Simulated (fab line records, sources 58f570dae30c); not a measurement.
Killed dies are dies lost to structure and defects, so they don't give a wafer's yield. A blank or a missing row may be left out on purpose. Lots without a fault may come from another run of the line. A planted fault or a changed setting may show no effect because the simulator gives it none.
Split-lot experiment | flow berkeley_cmos170 | 5 lots, 23 wafers read, on a route of 331 steps

THE SPLIT
At UCB170_M1_SPUTTER_00 (material Al, target thk 600 nm, time 80 s), the setting power_w was moved away from the recipe's 6000 W on 5 of the 23 wafers read, by -8.2% to +5.8%. The other wafers ran this setting at the recipe's value.

FROM THE SPLIT TO THE READING: what the file shows between them, 1 step
- UCB170_M1_RS_MEAS_01: measures by four-point-probe

THE READING
M1_AL_THK, in nm, at UCB170_M1_THK_MEAS_02 (measures by xrf). Fault-free wafers of this fab line usually give 604 nm, standard deviation 9.6 nm.

wafer  | tool, chamber at the split | power_w as run, W | against the recipe | M1_AL_THK, nm | against lot-mates on the recipe
L074.1 | pvd_sputter-01, -          | 6346              | +5.8%              | 639           | +40
L074.2 | pvd_sputter-01, -          | 6346              | +5.8%              | 642           | +42
L074.3 | pvd_sputter-01, -          | 6000              | recipe             | 607           | -
L074.5 | pvd_sputter-01, -          | 6000              | recipe             | 592           | -
L074.6 | pvd_sputter-01, -          | 6346              | +5.8%              | 640           | +40
L075.1 | pvd_sputter-04, -          | 6000              | recipe             | 618           | -
L075.2 | pvd_sputter-04, -          | 6000              | recipe             | 624           | -
L075.4 | pvd_sputter-04, -          | 6000              | recipe             | 605           | -
L075.5 | pvd_sputter-04, -          | 6000              | recipe             | 611           | -
L075.6 | pvd_sputter-04, -          | 6000              | recipe             | 617           | -
L079.2 | pvd_sputter-01, -          | 6000              | recipe             | 594           | -
L079.3 | pvd_sputter-01, -          | 6000              | recipe             | 603           | -
L079.4 | pvd_sputter-01, -          | 6000              | recipe             | 605           | -
L081.1 | pvd_sputter-01, -          | 5510              | -8.2%              | 559           | -43
L081.2 | pvd_sputter-01, -          | 5510              | -8.2%              | 547           | -55
L081.3 | pvd_sputter-01, -          | 6000              | recipe             | 605           | -
L081.4 | pvd_sputter-01, -          | 6000              | recipe             | 601           | -
L081.6 | pvd_sputter-01, -          | 6000              | recipe             | 601           | -
L082.1 | pvd_sputter-04, -          | 6000              | recipe             | 620           | -
L082.2 | pvd_sputter-04, -          | 6000              | recipe             | 605           | -
L082.3 | pvd_sputter-04, -          | 6000              | recipe             | 624           | -
L082.4 | pvd_sputter-04, -          | 6000              | recipe             | 614           | -
L082.6 | pvd_sputter-04, -          | 6000              | recipe             | 605           | -

THE FIT
A straight line over all 23 wafers: M1_AL_THK changes by +6.25 nm for each +1% of power_w; r = +0.92; the points scatter about the line by 8.9 nm.
The same after taking each lot's own level away (the mean of its wafers on the recipe; 23 wafers): +6.48 nm for each +1%; r = +0.96; scatter 6.3 nm.
On that fit, the largest move of power_w shifts the reading by 53 nm.
The lots' own levels span 599.5 to 615.0 nm, that is 1.6 times the standard deviation above.
So the lot-to-lot level changes the slope little: the two slopes agree.
Check: with one of the wafers moved furthest among these (-8.2%) left out of the fit, the line predicts -56.6 nm for it against its lot-mates. It came out at -43.3 nm against them.

OTHER SPLITS ON THESE WAFERS
These wafers also went through other splits before the reading. Each is held against what the fit with the lots' levels taken away leaves over:
other split on the same wafers    | wafers away from the commonest value | r with M1_AL_THK (lot level and that fit taken away)
UCB170_SILICIDE_SPUTTER_01 time_s | 11                                   | -0.17

THE WHOLE CHAIN: every reading that the file lists as answering this split, in the file's order
step                  | what it does                              | reading                                                                     | change (the file's fit)               | r (the file's)
UCB170_M1_SPUTTER_00  | material Al, target thk 600 nm, time 80 s | Al_of_M1_SPUTTER_00.thk_nm (the simulator's own value, which no gauge read) | +6.33 nm for each +1% of the setting  | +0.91
UCB170_M1_RS_MEAS_01  | measures by four-point-probe              | M1_AL_RS                                                                    | -0.000553 for each +1% of the setting | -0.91
UCB170_M1_THK_MEAS_02 | measures by xrf                           | M1_AL_THK                                                                   | +6.39 for each +1% of the setting     | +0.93

THE FILE'S OWN FIT
M1_AL_THK changes by +6.39 nm for each +1% of power_w, r = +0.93.
